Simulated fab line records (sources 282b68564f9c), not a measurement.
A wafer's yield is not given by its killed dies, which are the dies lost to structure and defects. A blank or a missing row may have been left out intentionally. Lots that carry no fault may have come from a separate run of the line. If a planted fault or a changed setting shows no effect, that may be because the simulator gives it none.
2 desks looking at one fault | flow rit cmos | each desk has only its own numbers; what lay behind them comes last

== AT THE METROLOGY DESK ==
Means of the sampled wafers that have a number, per lot and without regard to the tool the lot ran on: this is what the gauges read. Any lot whose mean is over 4 standard deviations away from the usual mean is out of limits and marked OUT; that distance is given in the brackets.
Columns: A = ACTIVE_OXIDE_THK at RIT_ACTIVE_THK_MEAS_02, usual 46.6 nm
lot  | first seen here | A
L519 | day 1 12:11     | 45.5
L520 | day 1 17:04     | 48.4
L522 | day 2 04:13     | 48.1
L524 | day 2 13:56     | 47.6
L525 | day 2 18:04     | 46.4
L527 | day 3 06:05     | 45.1
L529 | day 3 14:26     | 45.2
L530 | day 3 20:21     | 47.6
L531 | day 4 00:41     | 46.7
L532 | day 4 05:03     | 47.2
L533 | day 4 13:24     | 47.2
L535 | day 4 20:03     | 47.0
L541 | day 6 05:11     | 32.1 (-15) OUT
L542 | day 6 10:49     | 32.9 (-14) OUT
This desk's result: L541, L542 out of limits, first on L541 (ACTIVE_OXIDE_THK at RIT_ACTIVE_THK_MEAS_02), day 6 05:11. L519, L520, L522, L524, L525, L527, L529, L530, L531, L532, L533, L535: within limits.

== TOOL OWNER'S DESK, furnace-01 ==
The tool's own readings at RIT_ACTIVE_OXIDATION_01 (target thk 46.8 nm, ox time 3360 s): means of the sampled wafers that have a number, for each lot that ran on this tool. Any lot whose mean is over 4 standard deviations away from the usual mean is out of limits and marked OUT; that distance is given in the brackets.
Columns: A = spike tc centre C at RIT_ACTIVE_OXIDATION_01, usual 1002.0 C; B = spike tc load C at RIT_ACTIVE_OXIDATION_01, usual 1024.3 C; C = spike tc source C at RIT_ACTIVE_OXIDATION_01, usual 1024.4 C; D = tube center temp C at RIT_ACTIVE_OXIDATION_01, usual 999.98 C; E = tube_center_temp_C_max at RIT_ACTIVE_OXIDATION_01, usual 1002.6; F = zone power centre pct at RIT_ACTIVE_OXIDATION_01, usual 45.6 %; G = zone power load pct at RIT_ACTIVE_OXIDATION_01, usual 35.3 %
lot  | first seen here | A               | B               | C               | D                        | E               | F               | G
L519 | day 1 10:15     | 1001.4          | 1027.6          | 1025.6          | 999.97                   | 1002.4          | 45.2            | 34.3
L530 | day 3 18:25     | 1003.4          | 1028.6          | 1025.8          | 999.95                   | 1002.5          | 45.7            | 34.5
L531 | day 3 22:44     | 1002.3          | 1028.4          | 1027.1          | 999.94                   | 1002.5          | 45.4            | 34.3
L541 | day 6 03:14     | 963.1 (-26) OUT | 988.0 (-12) OUT | 985.8 (-23) OUT | 959.94 (-99 or more) OUT | 962.6 (-89) OUT | 43.5            | 31.3 (-5.7) OUT
L542 | day 6 08:53     | 962.6 (-26) OUT | 987.7 (-12) OUT | 985.7 (-23) OUT | 959.93 (-99 or more) OUT | 962.8 (-88) OUT | 43.3 (-4.2) OUT | 31.3 (-5.8) OUT
This desk's verdict: out of limits on L541, L542, starting with L541 at day 6 03:14 (spike tc centre C at RIT_ACTIVE_OXIDATION_01). L519, L530, L531: within limits.

== PUT TOGETHER ==
On L541, L542, at day 6 03:14, an alarm was possible from the tool owner's desk.
At day 6 05:11 the metrology desk could have sounded an alarm, on L541, L542.
All the named lots went through RIT_ACTIVE_OXIDATION_01 on furnace-01.

== WHAT THE SIMULATOR PUT IN ==
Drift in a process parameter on furnace-01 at RIT_ACTIVE_OXIDATION_01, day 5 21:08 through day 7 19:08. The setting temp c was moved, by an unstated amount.
Shown lots that were struck: L541, L542.
Counting hours from when the fault started, the first reading out of limits came at 6 for the tool owner's desk and at 8 for the metrology desk.
